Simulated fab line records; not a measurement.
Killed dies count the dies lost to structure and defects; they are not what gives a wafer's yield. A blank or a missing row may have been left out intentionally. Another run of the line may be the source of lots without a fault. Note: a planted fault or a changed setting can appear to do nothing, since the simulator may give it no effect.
Chamber matching | flow berkeley cmos170 | UCB170_PWELL_ETCH_14 on rie diel-04 has 4 sister chambers
The step etches Si3N4 in CH3F/Ar/O2, stops on SiO2, target depth 242 nm, time 151 s. 16 wafers are shown with their chamber, then 8 later ones without.

== WAFERS PAIRED WITH THEIR CHAMBERS ==
wafer  | chamber | drypump motor current A (A) | throttle valve pct (%) | oes product au (a.u.)
L100.4 | 1       | 5.7                         | 8.14                   | 0.920
L100.5 | 2       | 6.1                         | 8.07                   | 0.948
L100.6 | 1       | 5.8                         | 8.13                   | 0.927
L101.1 | 3       | 5.7                         | 8.14                   | 0.942
L101.3 | 2       | 6.1                         | 8.06                   | 0.933
L101.4 | 0       | 6.0                         | 8.17                   | 0.953
L104.2 | 2       | 6.1                         | 8.07                   | 0.928
L104.3 | 1       | 5.7                         | 8.14                   | 0.912
L104.5 | 0       | 6.0                         | 8.15                   | 0.947
L105.1 | 0       | 6.0                         | 8.18                   | 0.943
L105.5 | 1       | 5.7                         | 8.14                   | 0.910
L105.6 | 0       | 6.0                         | 8.16                   | 0.941
L114.1 | 0       | 6.0                         | 8.18                   | 0.938
L114.2 | 2       | 6.1                         | 8.07                   | 0.929
L114.6 | 0       | 6.0                         | 8.17                   | 0.955
L118.1 | 3       | 5.8                         | 8.13                   | 0.941

SIGNATURES (means of the wafers above)
reading                 | chamber 0 | chamber 1 | chamber 2 | chamber 3 | scatter within a chamber
drypump motor current A | 6.000     | 5.725     | 6.100     | 5.750     | 0.0323
throttle valve pct      | 8.1683    | 8.1375    | 8.0675    | 8.1350    | 0.00858
oes product au          | 0.94617   | 0.91725   | 0.93450   | 0.94150   | 0.00747
Rule: a wafer's distance from a chamber is the root of the sum, over the readings, of the square of ((its reading less the chamber's mean) divided by the reading's scatter). If the next closest chamber is less than 2 further off than the closest, the wafer can't be placed; otherwise it belongs to the closest. The scatter: the root of (the sum of the squares of (reading less its chamber's mean) over the shown wafers, divided by (wafers less chambers)).

== WAFERS MISSING THEIR CHAMBER ==
wafer  | drypump motor current A (A) | throttle valve pct (%) | oes product au (a.u.)
L118.5 | 6.1                         | 8.08                   | 0.933
L118.6 | 5.7                         | 8.14                   | 0.941
L120.1 | 5.7                         | 8.13                   | 0.946
L120.3 | 6.0                         | 8.16                   | 0.952
L120.4 | 6.0                         | 8.17                   | 0.956
L121.2 | 6.0                         | 8.17                   | 0.957
L121.4 | 5.7                         | 8.14                   | 0.943
L121.5 | 5.7                         | 8.14                   | 0.951

== THE CHAMBER EACH PASSED THROUGH ==
wafer  | from the rows above     | in truth
L118.5 | 2                       | 2
L118.6 | can't be placed: 3 or 1 | 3
L120.1 | 3                       | 3
L120.3 | 0                       | 0
L120.4 | 0                       | 0
L121.2 | 0                       | 0
L121.4 | can't be placed: 3 or 1 | 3
L121.5 | 3                       | 3
Correct placement for 6 of the 8. These rows do not allow placing 2 (true chamber among the candidates in 2). Number placed wrongly: 0.
